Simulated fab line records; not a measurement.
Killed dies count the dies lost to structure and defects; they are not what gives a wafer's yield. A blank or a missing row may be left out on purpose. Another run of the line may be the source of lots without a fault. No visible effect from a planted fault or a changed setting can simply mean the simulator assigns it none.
Which tool did it? / flow rit cmos / Sampling: 15 lots, 45 wafers, 2 of 202 route steps

## WHAT EACH GAUGE READ, for each wafer
RIT_PSD_TW_MEAS_10.
lot=L816; measured=day 3 11:08; on=film metro-01; PSD_TW=3432 3415 3406
lot=L817; measured=day 3 16:29; on=film metro-01; PSD_TW=3397 3404 3411
lot=L818; measured=day 3 18:05; on=film metro-02; PSD_TW=3476 3444 3444
lot=L819; measured=day 3 22:32; on=film metro-01; PSD_TW=30 30 30
lot=L820; measured=day 4 04:04; on=film metro-02; PSD_TW=30 30 30
lot=L821; measured=day 4 07:48; on=film metro-03; PSD_TW=30 30 30
lot=L829; measured=day 5 23:12; on=film metro-02; PSD_TW=3462 3471 3469
lot=L830; measured=day 6 04:14; on=film metro-01; PSD_TW=3413 3417 3405
lot=L831; measured=day 6 09:02; on=film metro-01; PSD_TW=3426 3421 3433
lot=L832; measured=day 6 13:08; on=film metro-01; PSD_TW=3410 3411 3409
lot=L834; measured=day 7 00:15; on=film metro-01; PSD_TW=3398 3384 3404
lot=L835; measured=day 7 04:43; on=film metro-03; PSD_TW=3441 3453 3435
lot=L836; measured=day 7 10:29; on=film metro-03; PSD_TW=3451 3441 3440
lot=L837; measured=day 7 14:40; on=film metro-02; PSD_TW=3477 3468 3487
lot=L838; measured=day 7 20:17; on=film metro-03; PSD_TW=3427 3424 3436

## WHAT TOOL EACH LOT RAN ON (gives the tool, then ch and the chambers of the sampled wafers, and finally the start)
lot=L816; RIT_PSD_DEVELOP_05=litho track-04 ch 0, day 3 10:00
lot=L817; RIT_PSD_DEVELOP_05=litho track-03 ch 0, day 3 15:00
lot=L818; RIT_PSD_DEVELOP_05=litho track-04 ch 0, day 3 17:00
lot=L819; RIT_PSD_DEVELOP_05=litho track-04 ch 0, day 3 21:00
lot=L820; RIT_PSD_DEVELOP_05=litho track-04 ch 0, day 4 03:00
lot=L821; RIT_PSD_DEVELOP_05=litho track-04 ch 0, day 4 07:00
lot=L829; RIT_PSD_DEVELOP_05=litho track-03 ch 0, day 5 22:00
lot=L830; RIT_PSD_DEVELOP_05=litho track-03 ch 0, day 6 03:00
lot=L831; RIT_PSD_DEVELOP_05=litho track-03 ch 0, day 6 08:00
lot=L832; RIT_PSD_DEVELOP_05=litho track-03 ch 0, day 6 12:00
lot=L834; RIT_PSD_DEVELOP_05=litho track-01 ch 0, day 6 23:00
lot=L835; RIT_PSD_DEVELOP_05=litho track-03 ch 0, day 7 04:00
lot=L836; RIT_PSD_DEVELOP_05=litho track-01 ch 0, day 7 09:00
lot=L837; RIT_PSD_DEVELOP_05=litho track-04 ch 0, day 7 14:00
lot=L838; RIT_PSD_DEVELOP_05=litho track-01 ch 0, day 7 19:00
- RIT_PSD_DEVELOP_05: develop time 50 s.

## AS READ BY THE TOOLS THEMSELVES (means over the sampled wafers that have a number; for cases with no such wafer, the mark the record gives instead)
The record holds no such reading with a usual standard deviation.

## THE ANSWER, worked out from the rows above alone
Rule: usual is defined by the lots themselves. Put in order of their means at a reading, lots are off if they are a third of the lots or fewer, leave a main group of 4 or more, and stand apart from it by a gap of 3 or more times the standard deviation of the main group's means; of several such gaps the widest counts. If all means in a main group match to the digits the tables above print for the reading, that group is not used. Also off: a lot with no number at a reading for which 4 or more lots have one. Any other lot the step has rows for is counted as sound. Order of review: gauges by route order, followed by the tools' own readings, for which a lot's mean as printed above is used. The first step at which some lot is off is used, and at that step the reading that is off furthest; a lot without a number counts as furthest.
Off: L819, L820, L821, at RIT_PSD_TW_MEAS_10 (PSD_TW). The main group: mean 3432, standard deviation 25.
If a tool, at a process step before that reading, ran all the lots that are off and no sound lot after the first of them, it fits. Those tools and the gauges at RIT_PSD_TW_MEAS_10 are tried in the same way. No candidate that was tried fits.

## WHAT HAD BEEN PUT IN BY THE SIMULATOR
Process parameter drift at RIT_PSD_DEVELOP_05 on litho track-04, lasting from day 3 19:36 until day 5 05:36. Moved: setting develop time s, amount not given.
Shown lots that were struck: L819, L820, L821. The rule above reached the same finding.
